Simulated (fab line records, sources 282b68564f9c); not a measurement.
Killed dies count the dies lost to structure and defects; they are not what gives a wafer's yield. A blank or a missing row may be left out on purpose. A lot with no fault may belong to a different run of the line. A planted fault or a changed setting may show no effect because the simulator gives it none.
fab line records | flow rit-cmos
[record] lots = 5 | wafers = 15 | last-day = 7
route steps=202 shown SILICIDE@167 CONTACT@168 M1@202
lots untouched by any fault: they come from a run of this same line in which no faults occurred
start-h: hours from the record's first day to the start of the lot's first wafer shown | wait-h: hours from the lot's prior step to this one | " identical to the entry in the row above | L1.1+2: several wafers, shown together as one row | - no value, or no start was given | * or withheld: withheld | < > ~ a bound
route shown NAME@n: NAME is a module with steps in the file, n the number in the route of the first one | usual: mean/standard deviation of fault-free wafers | same: alike in all rows | chamber/n: place in a boat | sites: readings site by site | _std_site: the standard deviation of these | _edge_site: inner sites' mean taken away from outer sites' mean | radius-mm: how far each site lies from the wafer's centre | mask NAME#n: copy n | behind: the tool/chamber that last shaped the wafer | hold: reason for holding the lot/hours on hold/outcome of the hold | device: whichever transistor did not switch (one of n, p or np) | end of line: at the end of the route, the tests of the same wafers | a step given without rows: its recipe and nothing more | killed: not the wafer's yield, but the dies lost to structure and defects at the first sort | map: shows each die of a wafer: x if killed, . if not, _ if none is there
set.NAME: the setting as run; set.NAME@STEP: as run at that earlier step | model.NAME: the simulator's own value behind a step, which no gauge read
lots at selected steps of the route; one table per step, one row per wafer
services: a tool's chamber out of use, with start hour (start-h, from the record's first day; less than 0 if before it), hours out, and reason
[[steps]]
[step RIT_SILICIDE_RTA_06]
[recipe] temp-c = 750 | time-s = 10 | idle-temp-c = 25 | ramp-up-s = 5 | ramp-down-s = 10 | cool-to-c = 25 | ambient = N2
[usual] wafer_temp_C_max = 752.7/0.71
lot.wafer | tool          | chamber | start-h | wait-h | wafer_temp_C_max
L450.2    | rtp-anneal-01 | 0       | 70.86   | 0.0    | 753.7
L450.3    | "             | 0       | "       | "      | 752.2
L450.4    | "             | 0       | "       | "      | 753.4
L453.1    | rtp-anneal-02 | 0       | 83.17   | 0.0    | 752.1
L453.4    | "             | 0       | "       | "      | 752.0
L453.5    | "             | 0       | "       | "      | 753.0
L459.1    | rtp-anneal-02 | 0       | 118.78  | 0.0    | 752.7
L459.2    | "             | 0       | "       | "      | 752.5
L459.3    | "             | 0       | "       | "      | 752.1
L465.2    | rtp-anneal-02 | 0       | 145.80  | 0.0    | 753.0
L465.5    | "             | 0       | "       | "      | 752.0
L465.6    | "             | 0       | "       | "      | 751.6
L466.1    | rtp-anneal-01 | 0       | 151.69  | 0.0    | 753.4
L466.5    | "             | 0       | "       | "      | 753.3
L466.6    | "             | 0       | "       | "      | 754.9
[step RIT_CONTACT_CVD_00]
[recipe] material = SiO2 | target-thk-nm = 400 | precursor = TEOS | temp-c = 390 | time-s = 61 | rf-w = 400
[usual] heater-power-w = 345/53
lot.wafer | tool     | chamber | start-h | wait-h | heater-power-w | since-wet-clean-h
L450.2    | pecvd-03 | 2       | 70.92   | 0.0    | 485            | 626
L450.3    | "        | 0       | "       | "      | 233            | 626
L450.4    | "        | 1       | "       | "      | 345            | -
L453.1    | pecvd-03 | 0       | 83.24   | 0.1    | 285            | 638
L453.4    | "        | 0       | "       | "      | 298            | -
L453.5    | "        | 1       | "       | "      | 325            | -
L459.1    | pecvd-03 | 2       | 118.85  | 0.1    | 422            | 674
L459.2    | "        | 1       | "       | "      | 338            | 674
L459.3    | "        | 0       | "       | "      | 295            | 674
L465.2    | pecvd-03 | 0       | 145.91  | 0.1    | 264            | 701
L465.5    | "        | 2       | "       | "      | 462            | -
L465.6    | "        | 0       | "       | "      | 278            | -
L466.1    | pecvd-01 | 2       | 151.76  | 0.1    | 306            | 303
L466.5    | "        | 0       | "       | "      | 328            | -
L466.6    | "        | 2       | "       | "      | 335            | -
[step RIT_CONTACT_THK_MEAS_01]
[recipe] reads = SiO2_of_CONTACT_CVD_00
[usual] CONTACT_TEOS_THK = 401/5.2
lot.wafer | tool          | chamber | start-h | wait-h | CONTACT_TEOS_THK[nm]
L450.2    | film-metro-01 | -       | 70.98   | 0.0    | 400
L450.3    | "             | -       | "       | "      | 395
L450.4    | "             | -       | "       | "      | 406
L453.1    | film-metro-03 | -       | 83.29   | 0.0    | 396
L453.4    | "             | -       | "       | "      | 398
L453.5    | "             | -       | "       | "      | 399
L459.1    | film-metro-03 | -       | 118.90  | 0.0    | 401
L459.2    | "             | -       | "       | "      | 394
L459.3    | "             | -       | "       | "      | 394
L465.2    | film-metro-04 | -       | 145.97  | 0.0    | 401
L465.5    | "             | -       | "       | "      | 403
L465.6    | "             | -       | "       | "      | 404
L466.1    | film-metro-01 | -       | 151.84  | 0.1    | 398
L466.5    | "             | -       | "       | "      | 401
L466.6    | "             | -       | "       | "      | 408
[step RIT_CONTACT_HMDS_02]
[recipe] prime-time-s = 60 | prime-temp-c = 140
[step RIT_CONTACT_COAT_03]
[recipe] resist = NOVOLAK | spin-rpm = 3250 | resist-thk-nm = 1000
[step RIT_CONTACT_SOFTBAKE_04]
[recipe] resist = NOVOLAK | temp-c = 90 | time-s = 60
[step RIT_CONTACT_EXPOSE_05]
[recipe] mask-id = M11 | na = 0.6 | source-shape = conventional | sigma-outer = 0.5 | target-cd-nm = 1000 | dose-mj = 250
[step RIT_CONTACT_PEB_06]
[recipe] resist = NOVOLAK | temp-c = withheld | time-s = withheld
[step RIT_CONTACT_DEVELOP_07]
[recipe] resist = NOVOLAK | develop-time-s = 120 | dev-temp-c = 23
[step RIT_CONTACT_CD_MEAS_08]
[recipe] target-cd-nm = 1000
[usual] cd-nm = 1001.2/2.2
lot.wafer | tool      | chamber | start-h | wait-h | cd-nm
L450.2    | cd-sem-02 | -       | 72.29   | -      | 1001.6
L450.3    | "         | -       | "       | "      | 1000.7
L450.4    | "         | -       | "       | "      | 1002.8
L453.1    | cd-sem-01 | -       | 84.31   | -      | 1003.4
L453.4    | "         | -       | "       | "      | 1005.9
L453.5    | "         | -       | "       | "      | 1004.2
L459.1    | cd-sem-02 | -       | 119.93  | -      | 1004.3
L459.2    | "         | -       | "       | "      | 1004.3
L459.3    | "         | -       | "       | "      | 1005.0
L465.2    | cd-sem-01 | -       | 147.13  | -      | 1000.7
L465.5    | "         | -       | "       | "      | 999.8
L465.6    | "         | -       | "       | "      | 1000.7
L466.1    | cd-sem-02 | -       | 152.86  | -      | 1000.8
L466.5    | "         | -       | "       | "      | 999.9
L466.6    | "         | -       | "       | "      | 1000.9
[step RIT_CONTACT_OVL_MEAS_09]
[usual] CONTACT_OVL = -1.0/1.5
lot.wafer | tool       | chamber | start-h | wait-h | CONTACT_OVL[nm]
L450.2    | overlay-01 | -       | 72.40   | 0.1    | -1.4
L450.3    | "          | -       | "       | "      | -1.9
L450.4    | "          | -       | "       | "      | 1.2
L453.1    | overlay-01 | -       | 84.43   | 0.1    | 1.1
L453.4    | "          | -       | "       | "      | -0.4
L453.5    | "          | -       | "       | "      | -0.2
L459.1    | overlay-02 | -       | 120.05  | 0.1    | -0.9
L459.2    | "          | -       | "       | "      | 0.0
L459.3    | "          | -       | "       | "      | -2.1
L465.2    | overlay-01 | -       | 147.24  | 0.1    | -3.0
L465.5    | "          | -       | "       | "      | -1.3
L465.6    | "          | -       | "       | "      | -3.4
L466.1    | overlay-02 | -       | 153.01  | 0.1    | -2.1
L466.5    | "          | -       | "       | "      | -1.6
L466.6    | "          | -       | "       | "      | -2.0
[step RIT_CONTACT_HARDBAKE_10]
[recipe] resist = NOVOLAK | temp-c = 140 | time-s = 60
[step RIT_CONTACT_ETCH_11]
[recipe] target-depth-a = 4800 | over-etch-frac = 0.2 | stop-on = TiSi2 | chemistry = CHF3/CF4/Ar | target = SiO2 | CHF3_flow_sccm = 50 | cf4-flow-sccm = 10 | Ar_flow_sccm = 100 | O2_flow_sccm = 5 | pressure-mtorr = 100 | rf-w = 200 | time-s = 320
[usual] drypump-motor-current-A = 5.7/0.54 | oes-product-au = 0.986/0.012 | over-etch-frac = 0.2/0 | throttle-valve-pct = 8.87/0.14
lot.wafer | tool        | chamber | start-h | wait-h | drypump-motor-current-A | oes-product-au | over-etch-frac | rf-hours-counter-h | throttle-valve-pct | model.NOVOLAK_of_CONTACT_COAT_03.thk-nm
L450.2    | rie-diel-04 | 2       | 72.58   | 0.1    | 4.6                     | 0.983          | 0.2            | 103                | 8.68               | 769.9
L450.3    | "           | 3       | "       | "      | 6.8                     | 0.979          | 0.2            | 141                | 8.89               | 770.7
L450.4    | "           | 0       | "       | "      | 5.6                     | 0.985          | 0.2            | 8                  | 9.11               | 770.7
L453.1    | rie-diel-01 | 0       | 84.62   | 0.1    | 5.5                     | 0.965          | 0.2            | 7                  | 8.92               | 767.8
L453.4    | "           | 1       | "       | "      | 5.9                     | 1.003          | 0.2            | 0                  | 8.94               | 768.7
L453.5    | "           | 0       | "       | "      | 5.5                     | 0.967          | 0.2            | -                  | 8.92               | 767.2
L459.1    | rie-diel-01 | 1       | 120.23  | 0.1    | 5.9                     | 1.008          | 0.2            | 1                  | 8.92               | 769.5
L459.2    | "           | 0       | "       | "      | 5.5                     | 0.968          | 0.2            | 8                  | 8.93               | 769.1
L459.3    | "           | 3       | "       | "      | 6.1                     | 0.973          | 0.33248        | 54                 | 9.02               | 757.3
L465.2    | rie-diel-03 | 2       | 147.42  | 0.1    | 5.7                     | 0.982          | 0.2            | 91                 | 8.73               | 766.7
L465.5    | "           | 3       | "       | "      | 5.8                     | 0.983          | 0.2            | -                  | 8.73               | 767.8
L465.6    | "           | 0       | "       | "      | 5.7                     | 1.017          | 0.2            | -                  | 8.93               | 766.9
L466.1    | rie-diel-04 | 0       | 153.21  | 0.1    | 5.7                     | 0.976          | 0.2            | 10                 | 9.11               | 768.4
L466.5    | "           | 1       | "       | "      | 5.6                     | 0.988          | 0.2            | -                  | 8.83               | 765.6
L466.6    | "           | 2       | "       | "      | 4.6                     | 0.965          | 0.2            | -                  | 8.66               | 767.7
[step RIT_CONTACT_STRIP_12]
[recipe] chemistry = O2 | time-s = 180 | resist = NOVOLAK | platen-temp-c = withheld | power-w = 500 | pressure-mtorr = 4000 | o2-flow-sccm = 4000
[usual] drypump-motor-current-A = 5.7/0.45
lot.wafer | tool            | chamber | start-h | wait-h | drypump-motor-current-A | rf-hours-counter-h
L450.2    | plasma-asher-04 | 1       | 72.77   | 0.1    | 6.1                     | 43
L450.3    | "               | 1       | "       | "      | 6.1                     | -
L450.4    | "               | 0       | "       | "      | 6.6                     | -
L453.1    | plasma-asher-01 | 1       | 84.81   | 0.1    | 5.1                     | 29
L453.4    | "               | 0       | "       | "      | 5.7                     | -
L453.5    | "               | 1       | "       | "      | 5.1                     | -
L459.1    | plasma-asher-04 | 0       | 120.43  | 0.1    | 6.5                     | 48
L459.2    | "               | 1       | "       | "      | 6.1                     | 48
L459.3    | "               | 1       | "       | "      | 6.1                     | -
L465.2    | plasma-asher-02 | 0       | 147.61  | 0.1    | 5.4                     | 50
L465.5    | "               | 1       | "       | "      | 5.5                     | -
L465.6    | "               | 0       | "       | "      | 5.4                     | -
L466.1    | plasma-asher-04 | 0       | 153.41  | 0.1    | 6.5                     | 51
L466.5    | "               | 1       | "       | "      | 6.1                     | -
L466.6    | "               | 0       | "       | "      | 6.5                     | -
[step RIT_M1_PROBE_99]
[usual] killed-at-front-end = 6.7/2.7 | killed-dies = 6.7/2.7 | killed-on-rim = 1.8/1.2 | killed-open = 3.2/1.8 | killed-short = 3.5/1.9
[same] gross-dies = 264 | killed_at_M0_to_M3 = 0 | killed_at_M4_up = 0 | killed-at-back-side = 0 | killed-at-contacts = 0 | killed-at-other = 0
lot.wafer | tool      | chamber | start-h | wait-h | killed-at-front-end | killed-dies | killed-on-rim | killed-open | killed-short | model.etest.nmos_0p15.junction-log10-a-um | model.etest.nmos-narrow.off-log10-a-um | model.etest.antenna-contact.vt-shift-v
L450.2    | prober-02 | -       | 77.51   | 0.1    | 7                   | 7           | 2             | 3           | 4            | -13.5                                     | -13.07                                 | -0.01273
L450.3    | prober-02 | -       | 77.56   | 0.2    | 8                   | 8           | 1             | 2           | 5            | -13.44                                    | -13.17                                 | -0.01489
L450.4    | prober-02 | -       | 77.61   | 0.2    | 6                   | 6           | 2             | 1           | 5            | -13.4                                     | -13.11                                 | -0.01128
L453.1    | prober-01 | -       | 89.47   | 0.1    | 10                  | 10          | 2             | 3           | 7            | -13.36                                    | -13.22                                 | -0.006549
L453.4    | prober-01 | -       | 89.62   | 0.2    | 8                   | 8           | 1             | 3           | 5            | -13.47                                    | -13.05                                 | -0.01147
L453.5    | prober-01 | -       | 89.67   | 0.2    | 4                   | 4           | 2             | 3           | 1            | -13.76                                    | -13.2                                  | -0.01327
L459.1    | prober-02 | -       | 125.25  | 0.1    | 4                   | 4           | 1             | 3           | 1            | -13.37                                    | -13.31                                 | -0.01473
L459.2    | prober-02 | -       | 125.30  | 0.1    | 5                   | 5           | 0             | 3           | 2            | -13.52                                    | -13.1                                  | -0.01326
L459.3    | prober-02 | -       | 125.35  | 0.2    | 4                   | 4           | 2             | 2           | 2            | -13.15                                    | -13.03                                 | -0.02032
L465.2    | prober-02 | -       | 152.36  | 0.1    | 4                   | 4           | 0             | 1           | 3            | -13.59                                    | -13.09                                 | -0.009545
L465.5    | prober-02 | -       | 152.51  | 0.2    | 6                   | 6           | 2             | 2           | 4            | -13.44                                    | -13.25                                 | -0.01416
L465.6    | prober-02 | -       | 152.56  | 0.2    | 6                   | 6           | 0             | 4           | 2            | -13.46                                    | -13.19                                 | -0.01278
L466.1    | prober-01 | -       | 158.10  | 0.1    | 6                   | 6           | 4             | 4           | 2            | -13.5                                     | -13.23                                 | -0.01242
L466.5    | prober-01 | -       | 158.30  | 0.2    | 3                   | 3           | 1             | 0           | 3            | -13.71                                    | -13.25                                 | -0.01472
L466.6    | prober-01 | -       | 158.35  | 0.2    | 4                   | 4           | 0             | 0           | 4            | -13.55                                    | -13.31                                 | -0.008911
// killed by level:class
L450.2 GATE:geometric-particle:short=2 SPACER:geometric-particle:short=2 GATE:geometric-particle:open=1 REOX:geometric-particle:open=1 SPACER:geometric-particle:open=1
L450.3 REOX:geometric-particle:open=2 FOX1:geometric-particle:short=1 GATE:geometric-particle:short=1 REOX:geometric-particle:short=1 SPACER:geometric-particle:short=1 SILICIDE:geometric-particle:short=1 NRETRO:coat-microbubble-printed=1
L450.4 FOX2:geometric-particle:short=2 GATE:geometric-particle:short=1 SPACER:geometric-particle:short=1 SILICIDE:geometric-particle:open=1 SILICIDE:geometric-particle:short=1
L453.1 GATE:geometric-particle:short=3 FOX1:geometric-particle:short=2 SPACER:geometric-particle:short=2 FOX2:geometric-particle:open=1 GATE:geometric-particle:open=1 SILICIDE:geometric-particle:open=1
L453.4 SPACER:geometric-particle:short=2 FOX1:geometric-particle:short=1 FOX2:geometric-particle:open=1 FOX2:geometric-particle:short=1 GATE:geometric-particle:open=1 REOX:geometric-particle:open=1 SILICIDE:geometric-particle:short=1
L453.5 FOX2:geometric-particle:open=2 REOX:geometric-particle:short=1 SPACER:geometric-particle:open=1
L459.1 GATE:geometric-particle:open=3 GATE:geometric-particle:short=1
L459.2 GATE:geometric-particle:open=2 GATE:geometric-particle:short=1 REOX:geometric-particle:short=1 SILICIDE:geometric-particle:open=1
L459.3 GATE:geometric-particle:open=1 GATE:geometric-particle:short=1 SPACER:geometric-particle:short=1 SILICIDE:geometric-particle:open=1
L465.2 SILICIDE:geometric-particle:short=3 GATE:geometric-particle:open=1
L465.5 ACTIVE:geometric-particle:short=1 FOX1:geometric-particle:open=1 FOX2:geometric-particle:open=1 FOX2:geometric-particle:short=1 GATE:geometric-particle:short=1 REOX:geometric-particle:short=1
L465.6 GATE:geometric-particle:open=2 FOX2:geometric-particle:short=1 SPACER:geometric-particle:open=1 SILICIDE:geometric-particle:open=1 SILICIDE:geometric-particle:short=1
L466.1 GATE:geometric-particle:short=2 GATE:geometric-particle:open=2 FOX2:geometric-particle:open=1 SPACER:geometric-particle:open=1
L466.5 FOX2:geometric-particle:short=2 SILICIDE:geometric-particle:short=1
L466.6 FOX2:geometric-particle:short=2 FOX1:geometric-particle:short=1 GATE:geometric-particle:short=1
[[services]]
tool        | chamber | start-h | hours | kind
rie-diel-04 | 3       | 67.73   | 3.4   | repair
pecvd-03    | -       | 71.09   | 0.9   | repair
rie-diel-03 | 0       | 71.79   | 4.9   | repair
pecvd-01    | -       | 79.68   | 0.9   | repair
rie-diel-01 | -       | 80.61   | 2.8   | pm
rie-diel-01 | 0       | 95.68   | 8.3   | repair
pecvd-01    | 0       | 98.50   | 5.8   | repair
rie-diel-01 | 3       | 120.95  | 7.5   | repair
rie-diel-03 | 1       | 123.37  | 3.4   | repair
rie-diel-01 | 2       | 139.92  | 24.4  | repair
pecvd-01    | 1       | 149.34  | 5.0   | repair
pecvd-03    | 0       | 153.40  | 8.1   | repair
[[key]]
[first-sign] step = RIT_CONTACT_ETCH_11 | reading = over-etch-frac | direction = up | sigmas = 99+ | usual = 0.2 | struck = 0.33248
effect none on later readings
[model-effect] step = RIT_CONTACT_ETCH_11 | value = NOVOLAK_of_CONTACT_COAT_03.thk-nm | without = 769.9 | struck = 757.3
[model-effect] step = RIT_M1_PROBE_99 | value = etest.nmos_0p15.junction-log10-a-um | without = -13.4 | struck = -13.15
met-at RIT_CONTACT_ETCH_11
struck-wafers L459.3
tester-left-out L459
[fault] kind = process-parameter-drift | tool = rie-diel-01 | chamber = 3 | onset-h = 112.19 | steps = RIT_CONTACT_ETCH_11 | channel = over-etch-frac | offset = 0.13248 | shape = step | end-h = 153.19 | acts-in = these-recipes-only | stated = 0.2
// tester-left-out: of these lots the tester's yield and bins aren't shown, on N5 and GAA mostly nor the transistor test; their killed dies are dies lost to structure and defects alone, not to doping, threshold or leakage, so they don't give the yield
